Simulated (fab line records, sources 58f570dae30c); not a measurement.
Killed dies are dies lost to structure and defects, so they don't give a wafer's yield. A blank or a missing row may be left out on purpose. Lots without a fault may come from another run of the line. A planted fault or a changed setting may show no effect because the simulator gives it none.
Which tool did it? | flow berkeley_cmos170 | 15 lots, 45 wafers sampled, at 4 steps of a route of 331

WHAT THE GAUGES READ, wafer by wafer
UCB170_NWELL_THK_MEAS_02. Usual: NWELL_OXIDE_THK 26.4 nm, standard deviation 0.47.
lot  | measured    | on            | NWELL_OXIDE_THK (nm) | flag
L505 | day 2 19:52 | film_metro-04 | 26.0 26.2 26.1       |
L506 | day 3 01:35 | film_metro-02 | 26.3 26.7 26.5       |
L508 | day 3 14:02 | film_metro-01 | 25.6 25.4 25.9       |
L509 | day 3 20:08 | film_metro-01 | 26.0 26.0 26.3       |
L510 | day 4 00:41 | film_metro-01 | 27.3 27.3 27.3       |
L514 | day 4 21:41 | film_metro-02 | 26.3 26.3 26.5       |
L516 | day 5 01:44 | film_metro-02 | 26.5 26.2 26.2       |
L515 | day 5 01:45 | film_metro-04 | 25.8 25.7 26.0       |
L517 | day 5 09:12 | film_metro-04 | 26.4 26.5 26.0       |
L519 | day 5 18:54 | film_metro-01 | 26.6 26.9 27.0       |
L520 | day 6 03:05 | film_metro-04 | 26.1 26.6 26.0       |
L522 | day 6 09:39 | film_metro-04 | 26.6 26.3 26.8       |
L521 | day 6 09:40 | film_metro-01 | 26.9 26.4 26.3       |
L524 | day 7 00:54 | film_metro-01 | 26.5 26.3 26.5       |
L523 | day 7 00:56 | film_metro-04 | 26.1 26.2 26.6       |

UCB170_SDANNEAL_RS_MEAS_05: measures by four-point-probe. Usual: NLDD_RS 615.6 ohm/sq, standard deviation 1.4.
lot  | measured     | on            | NLDD_RS (ohm/sq)  | flag
L505 | day 8 06:32  | film_metro-03 | 613.5 614.0 614.8 |
L506 | day 8 06:22  | film_metro-01 | 615.5 616.0 615.2 |
L508 | day 9 11:44  | film_metro-01 | 616.2 615.3 615.1 |
L509 | day 9 12:11  | film_metro-03 | 614.3 617.1 617.3 |
L510 | day 9 11:45  | film_metro-02 | 617.6 617.7 616.9 |
L514 | day 10 17:20 | film_metro-03 | 615.1 614.8 613.9 |
L516 | day 10 18:10 | film_metro-01 | 612.7 616.1 616.1 |
L515 | day 10 18:05 | film_metro-02 | 618.0 614.8 616.7 |
L517 | day 11 06:20 | film_metro-03 | 614.5 615.2 616.5 |
L519 | day 11 18:49 | film_metro-03 | 619.1 617.9 618.4 |
L520 | day 12 03:27 | film_metro-02 | 618.6 617.5 618.8 |
L522 | day 12 03:43 | film_metro-01 | 614.4 615.1 615.5 |
L521 | day 12 04:14 | film_metro-03 | 614.1 614.1 613.1 |
L524 | day 12 16:05 | film_metro-02 | 616.8 613.4 613.6 |
L523 | day 12 16:45 | film_metro-01 | 616.1 616.2 617.5 |

UCB170_M2_CD_MEAS_15: target cd 700 nm. Usual: cd_nm 699.8 nm, standard deviation 1.4.
lot  | measured     | on        | cd_nm (nm)        | flag
L505 | day 9 00:09  | cd_sem-01 | 699.1 699.6 699.3 |
L506 | day 9 00:49  | cd_sem-02 | 702.0 701.2 700.8 |
L514 | day 11 07:38 | cd_sem-01 | 698.2 699.0 699.1 |
L516 | day 11 10:02 | cd_sem-02 | 700.7 701.9 700.6 |
L515 | day 11 09:50 | cd_sem-01 | 699.1 696.8 697.2 |
L517 | day 11 19:11 | cd_sem-01 | 698.2 698.9 698.0 |
L519 | day 12 13:23 | cd_sem-01 | 701.4 701.5 701.2 |
L520 | day 12 16:32 | cd_sem-01 | 700.5 700.0 699.3 |
L522 | day 12 17:21 | cd_sem-01 | 699.9 700.7 701.3 |
L521 | day 12 17:55 | cd_sem-01 | 700.7 701.6 700.2 |
L524 | day 13 05:55 | cd_sem-01 | 700.7 699.6 700.2 |
L523 | day 13 07:08 | cd_sem-02 | 698.3 698.5 698.1 |

WHICH TOOL RAN EACH LOT (tool, then ch and the chambers of the sampled wafers, then the start)
lot  | UCB170_V1_STRIP_15
L505 | plasma_asher-02 ch 0,1, day 8 21:11
L506 | plasma_asher-04 ch 0,1, day 8 21:52
L508 | plasma_asher-02 ch 0,1, day 9 22:31
L509 | plasma_asher-04 ch 0,1, day 10 00:45
L510 | plasma_asher-02 ch 0,1, day 10 00:36
L514 | plasma_asher-03 ch 0,1, day 11 05:29
L516 | plasma_asher-02 ch 0,1, day 11 07:05
L515 | plasma_asher-03 ch 0,1, day 11 06:49
L517 | plasma_asher-04 ch 0,1, day 11 16:50
L519 | plasma_asher-04 ch 0,1, day 12 11:04
L520 | plasma_asher-03 ch 0,1, day 12 13:49
L522 | plasma_asher-04 ch 0,1, day 12 15:13
L521 | plasma_asher-03 ch 0,1, day 12 15:22
L524 | plasma_asher-02 ch 0,1, day 13 03:17
L523 | plasma_asher-04 ch 0,1, day 13 04:52
- UCB170_V1_STRIP_15: strips in O2.

WHAT THE TOOLS THEMSELVES READ (means of the sampled wafers that have a number; where no wafer has one, the mark that the record gives instead)
UCB170_V1_STRIP_15. Usual: chamber_pressure_mTorr 3500 mTorr, standard deviation 3.1; drypump_motor_current_A 5.81 A, standard deviation 0.28; oes_product_au 0.722 a.u., standard deviation 0.0042; strip_time_to_endpoint_s 15.39 s, standard deviation 0.099.
lot  | tool            | chamber_pressure_mTorr (mTorr) | drypump_motor_current_A (A) | oes_product_au (a.u.) | strip_time_to_endpoint_s (s) | flag
L505 | plasma_asher-02 | 3501                           | 6.15                        | 0.725                 | 15.42                        |
L506 | plasma_asher-04 | 3499                           | 5.92                        | 0.723                 | 15.34                        |
L508 | plasma_asher-02 | -                              | -                           | -                     | -                            | OFF
L509 | plasma_asher-04 | -                              | -                           | -                     | -                            | OFF
L510 | plasma_asher-02 | -                              | -                           | -                     | -                            | OFF
L514 | plasma_asher-03 | 3497                           | 5.57                        | 0.725                 | 15.33                        |
L516 | plasma_asher-02 | 3502                           | 5.92                        | 0.727                 | 15.37                        |
L515 | plasma_asher-03 | 3498                           | 5.58                        | 0.725                 | 15.51                        |
L517 | plasma_asher-04 | 3504                           | 5.80                        | 0.720                 | 15.43                        |
L519 | plasma_asher-04 | 3502                           | 5.81                        | 0.722                 | 15.48                        |
L520 | plasma_asher-03 | 3501                           | 5.56                        | 0.717                 | 15.42                        |
L522 | plasma_asher-04 | 3500                           | 5.91                        | 0.719                 | 15.37                        |
L521 | plasma_asher-03 | 3499                           | 5.61                        | 0.718                 | 15.41                        |
L524 | plasma_asher-02 | 3499                           | 5.95                        | 0.723                 | 15.39                        |
L523 | plasma_asher-04 | 3497                           | 5.77                        | 0.721                 | 15.41                        |

THE ANSWER, worked out from the rows above alone
Rule: a lot is off if the mean of its wafers that have a number lies more than 3 standard deviations from the usual mean. A lot without any number at a reading at which 4 lots or more have one is off too. The other lots that the step has rows for count as sound. The gauges are gone through in route order, then the tools' own readings, and for those a lot's mean is taken as printed above. The first step at which some lot is off is used, and at that step the reading that is off furthest; a lot without a number counts as furthest.
Off: L508, L509, L510, at UCB170_V1_STRIP_15 (chamber_pressure_mTorr). Without a number there: L508, L509, L510.
A tool fits if, at that step or a process step before it, it ran every lot that is off, and no sound lot after the first of them. None of those tried fits.

WHAT THE SIMULATOR HAD PUT IN
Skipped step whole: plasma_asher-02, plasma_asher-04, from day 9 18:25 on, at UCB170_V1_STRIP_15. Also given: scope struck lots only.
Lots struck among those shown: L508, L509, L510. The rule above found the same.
